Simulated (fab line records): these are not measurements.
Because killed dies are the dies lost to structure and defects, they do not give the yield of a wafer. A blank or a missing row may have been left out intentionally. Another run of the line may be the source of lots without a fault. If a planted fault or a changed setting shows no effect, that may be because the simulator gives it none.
The tool behind it: which one? | flow berkeleyCmos170 | Sampling: 15 lots, 45 wafers, 4 of 331 route steps

WHAT EACH GAUGE READ, for each wafer
UCB170_ACTIVE_OVL_MEAS_14.
lot  | measured    | on         | ACTIVE_OVL (nm)
L174 | day 4 01:44 | overlay-01 | -3 -5 -3
L175 | day 5 00:28 | overlay-02 | -2 -5 -6
L176 | day 5 07:41 | overlay-02 | 9 1 -1
L177 | day 5 08:14 | overlay-02 | 2 5 3
L178 | day 5 12:28 | overlay-02 | 0 -9 -9
L183 | day 6 01:18 | overlay-02 | 2 8 0
L184 | day 6 11:46 | overlay-02 | -7 5 -7
L182 | day 6 12:03 | overlay-01 | -8 -5 -1
L186 | day 6 17:48 | overlay-02 | 2 4 -1
L188 | day 7 08:08 | overlay-01 | 0 3 -1
L191 | day 7 21:10 | overlay-02 | 4 -2 -2
L193 | day 8 01:32 | overlay-02 | 0 5 1
L194 | day 8 15:55 | overlay-02 | 3 -4 -8
L196 | day 8 16:00 | overlay-01 | -1 -6 -3
L195 | day 8 21:20 | overlay-02 | -2 -5 -5

UCB170_GATE_THK_MEAS_02.
lot  | measured     | on           | GATE_OXIDE_THK (nm)
L174 | day 5 15:03  | filmMetro-03 | 6.80 6.75 6.72
L175 | day 6 10:20  | filmMetro-02 | 6.64 6.42 6.58
L176 | day 6 20:44  | filmMetro-02 | 6.56 6.60 6.68
L177 | day 6 20:43  | filmMetro-03 | 6.51 6.65 6.68
L178 | day 6 23:34  | filmMetro-03 | 6.67 6.64 6.67
L183 | day 7 08:22  | filmMetro-02 | 6.61 6.58 6.61
L184 | day 8 02:58  | filmMetro-02 | 4.82 4.77 4.81
L182 | day 8 02:58  | filmMetro-04 | 4.78 4.78 4.83
L186 | day 8 02:58  | filmMetro-03 | 4.65 4.71 4.76
L188 | day 9 01:10  | filmMetro-04 | 6.69 6.73 6.77
L191 | day 9 15:04  | filmMetro-04 | 6.53 6.60 6.58
L193 | day 9 15:04  | filmMetro-03 | 6.57 6.58 6.62
L194 | day 10 02:19 | filmMetro-04 | 6.74 6.68 6.70
L196 | day 10 02:20 | filmMetro-03 | 6.73 6.64 6.70
L195 | day 10 02:19 | filmMetro-02 | 6.83 6.83 6.94

UCB170_GATE_CD_MEAS_12: target cd 350 nm.
lot  | measured     | on       | cdNm (nm)
L174 | day 5 21:52  | cdSem-02 | 348.9 348.6 351.0
L175 | day 6 18:17  | cdSem-02 | 349.6 350.1 349.8
L176 | day 7 04:33  | cdSem-02 | 348.1 347.4 347.9
L177 | day 7 04:31  | cdSem-01 | 347.4 349.4 347.2
L178 | day 7 04:40  | cdSem-02 | 350.7 349.7 349.4
L183 | day 7 15:50  | cdSem-02 | 351.4 349.8 351.2
L184 | day 8 10:32  | cdSem-01 | 350.2 351.2 351.8
L182 | day 8 10:48  | cdSem-01 | 351.6 351.1 351.0
L186 | day 8 10:26  | cdSem-02 | 351.7 351.8 351.0
L188 | day 9 09:40  | cdSem-02 | 348.7 347.9 348.2
L191 | day 9 23:08  | cdSem-02 | 351.1 351.8 349.5
L193 | day 9 23:19  | cdSem-01 | 351.6 352.1 351.7
L194 | day 10 09:56 | cdSem-01 | 349.3 350.3 348.1
L196 | day 10 09:41 | cdSem-02 | 350.0 348.2 350.4
L195 | day 10 09:24 | cdSem-02 | 349.8 348.7 349.7

TOOL THAT RAN EACH LOT (tool first, then ch and the chambers of the sampled wafers, then the start)
lot  | UCB170_GATE_OXIDATION_01
L174 | furnace-04 ch 0, day 5 13:27
L175 | furnace-02 ch 0, day 6 08:50
L176 | furnace-04 ch 0, day 6 19:13
L177 | furnace-04 ch 0, day 6 19:13
L178 | furnace-04 ch 0, day 6 22:04
L183 | furnace-02 ch 0, day 7 06:52
L184 | furnace-04 ch 0, day 8 01:28
L182 | furnace-04 ch 0, day 8 01:28
L186 | furnace-04 ch 0, day 8 01:28
L188 | furnace-01 ch 0, day 8 23:39
L191 | furnace-02 ch 0, day 9 13:34
L193 | furnace-02 ch 0, day 9 13:34
L194 | furnace-01 ch 0, day 10 00:49
L196 | furnace-01 ch 0, day 10 00:49
L195 | furnace-01 ch 0, day 10 00:49
- UCB170_GATE_OXIDATION_01: target thk 6.6 nm, ox time 1800 s.

WHAT THE TOOLS THEMSELVES READ (means of the sampled wafers that have a number; where no wafer has one, the mark that the record gives instead)
UCB170_GATE_OXIDATION_01.
lot  | tool       | spikeTcCentreC (C) | spikeTcLoadC (C) | spikeTcSourceC (C) | tubeCenterTempC (C) | tube_center_temp_C_max | zonePowerLoadPct (%)
L174 | furnace-04 | 850.1              | 874.9            | 876                | 850                 | 852.5                  | 23.7
L175 | furnace-02 | 852.3              | 870.1            | 869                | 850                 | 852.5                  | 24.1
L176 | furnace-04 | 849.6              | 874.2            | 876                | 850                 | 852.3                  | 23.3
L177 | furnace-04 | 850.2              | 873.9            | 876                | 850                 | 852.0                  | 23.6
L178 | furnace-04 | 850.5              | 874.3            | 875                | 850                 | 852.0                  | 23.7
L183 | furnace-02 | 850.7              | 870.4            | 869                | 850                 | 852.0                  | 24.3
L184 | furnace-04 | 825.1              | 847.9            | 847                | 824                 | 825.7                  | 22.0
L182 | furnace-04 | 824.3              | 847.4            | 847                | 824                 | 825.7                  | 21.9
L186 | furnace-04 | 824.9              | 847.0            | 849                | 824                 | 825.5                  | 22.1
L188 | furnace-01 | 854.1              | 874.9            | 880                | 850                 | 852.1                  | 23.4
L191 | furnace-02 | 850.8              | 870.8            | 869                | 850                 | 852.1                  | 24.4
L193 | furnace-02 | 851.4              | 869.9            | 870                | 850                 | 852.3                  | 24.6
L194 | furnace-01 | 853.9              | 876.0            | 881                | 850                 | 851.9                  | 23.3
L196 | furnace-01 | 853.0              | 874.7            | 880                | 850                 | 852.4                  | 23.5
L195 | furnace-01 | 853.0              | 874.9            | 880                | 850                 | 852.4                  | 23.3

THE ANSWER, worked out from the rows above alone
Rule: the usual values come from the lots themselves. The widest of any qualifying gaps counts: lots, ordered by their means at a reading, are off when they make up no more than a third of the lots, leave a main group of 4 or more, and stand apart from it by 3 or more times the standard deviation of that group's means. A main group whose means are all the same, to the digits that the tables above print for the reading, isn't used. A lot without any number at a reading at which 4 lots or more have one is off too. Any other lot the step has rows for is counted as sound. Order of review: gauges by route order, followed by the tools' own readings, for which a lot's mean as printed above is used. The first step at which some lot is off is used, and at that step the reading that is off furthest; a lot without a number counts as furthest.
Off: L184, L182, L186, seen at UCB170_GATE_THK_MEAS_02 (GATE_OXIDE_THK). The main group has a mean of 6.66 nm with a standard deviation of 0.088.
A tool fits if, at a process step before that reading, it ran every lot that is off, and no sound lot after the first of them. The gauges at UCB170_GATE_THK_MEAS_02 aren't tried: what is off there is off at UCB170_GATE_OXIDATION_01 too, on other tools, and a gauge's error can't cause that. One fits: furnace-04 at UCB170_GATE_OXIDATION_01. Its last sound lot is L178 (day 6 22:04), its first lot that is off L182 (day 8 01:28): a fault that began between those two fits.
The tool's own readings at UCB170_GATE_OXIDATION_01 bear it out: on the lots that are off they differ by more than 5 times the standard deviation of the sound lots' means. spikeTcCentreC reads 824.8 C there against 851.6 C on the sound lots; spikeTcLoadC reads 847.4 C there against 873.2 C on the sound lots; spikeTcSourceC reads 848 C there against 875 C on the sound lots; tubeCenterTempC reads 824 C there against 850 C on the sound lots; tube_center_temp_C_max reads 825.6 there against 852.2 on the sound lots.

WHAT THE SIMULATOR HAD PUT IN
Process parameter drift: furnace-04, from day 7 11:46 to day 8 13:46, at UCB170_GATE_OXIDATION_01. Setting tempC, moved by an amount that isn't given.
Shown lots that were struck: L184, L182, L186. Same finding as the rule above.
